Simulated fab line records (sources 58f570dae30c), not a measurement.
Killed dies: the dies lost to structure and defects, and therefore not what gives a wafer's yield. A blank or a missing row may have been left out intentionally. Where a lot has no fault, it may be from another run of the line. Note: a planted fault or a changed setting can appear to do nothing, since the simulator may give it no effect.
Matching of chambers || flow berkeley-cmos170 || wet-bench-01 running UCB170_WELLDRIVE_CLEAN_00: 3 sister chambers
The step cleans in SPM, time 600 s. 5 wafers are shown with their chamber, then 8 later ones without.

WAFERS WITH THEIR CHAMBER
{"wafer": "L352.5", "chamber": 1, "bath-guard-temp-C (C)": 119.4, "bath-heat-duty-pct (%)": 15.4}
{"wafer": "L352.6", "chamber": 1, "bath-guard-temp-C (C)": 119.5, "bath-heat-duty-pct (%)": 15.3}
{"wafer": "L355.3", "chamber": 2, "bath-guard-temp-C (C)": 119.9, "bath-heat-duty-pct (%)": 13.4}
{"wafer": "L355.5", "chamber": 2, "bath-guard-temp-C (C)": 120.2, "bath-heat-duty-pct (%)": 13.7}
{"wafer": "L363.1", "chamber": 3, "bath-guard-temp-C (C)": 120.7, "bath-heat-duty-pct (%)": 12.5}

WAFERS WITHOUT THEIR CHAMBER
{"wafer": "L363.3", "bath-guard-temp-C (C)": 120.3, "bath-heat-duty-pct (%)": 12.1}
{"wafer": "L363.4", "bath-guard-temp-C (C)": 120.6, "bath-heat-duty-pct (%)": 13.3}
{"wafer": "L365.3", "bath-guard-temp-C (C)": 119.2, "bath-heat-duty-pct (%)": 16.5}
{"wafer": "L365.5", "bath-guard-temp-C (C)": 119.4, "bath-heat-duty-pct (%)": 13.8}
{"wafer": "L365.6", "bath-guard-temp-C (C)": 119.4, "bath-heat-duty-pct (%)": 15.6}
{"wafer": "L364.2", "bath-guard-temp-C (C)": 120.1, "bath-heat-duty-pct (%)": 12.5}
{"wafer": "L364.3", "bath-guard-temp-C (C)": 120.5, "bath-heat-duty-pct (%)": 12.3}
{"wafer": "L364.5", "bath-guard-temp-C (C)": 120.6, "bath-heat-duty-pct (%)": 12.7}

WHICH CHAMBER EACH WENT THROUGH
{"wafer": "L363.3", "from the rows above": 3, "in truth": 3}
{"wafer": "L363.4", "from the rows above": "can't be placed: 2 or 3", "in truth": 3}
{"wafer": "L365.3", "from the rows above": 1, "in truth": 1}
{"wafer": "L365.5", "from the rows above": 2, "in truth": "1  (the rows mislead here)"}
{"wafer": "L365.6", "from the rows above": 1, "in truth": 1}
{"wafer": "L364.2", "from the rows above": 3, "in truth": 3}
{"wafer": "L364.3", "from the rows above": 3, "in truth": 3}
{"wafer": "L364.5", "from the rows above": 3, "in truth": 3}
Placed correctly: 6 of 8. These rows do not allow placing 1 (true chamber among the candidates in 1). Wrongly placed: 1.
How it was worked out, from the rows above alone: a wafer's distance from a chamber is the root of the sum, over the readings, of the square of ((its reading less the chamber's mean) divided by the reading's scatter). The wafer belongs to the nearest chamber; if the next one is less than 2 further off, it can't be placed. Each chamber's mean is taken over the wafers shown for it. The scatter: take each reading less its chamber's mean, square it, sum over the shown wafers, divide by the number of wafers less the number of chambers, and take the root.
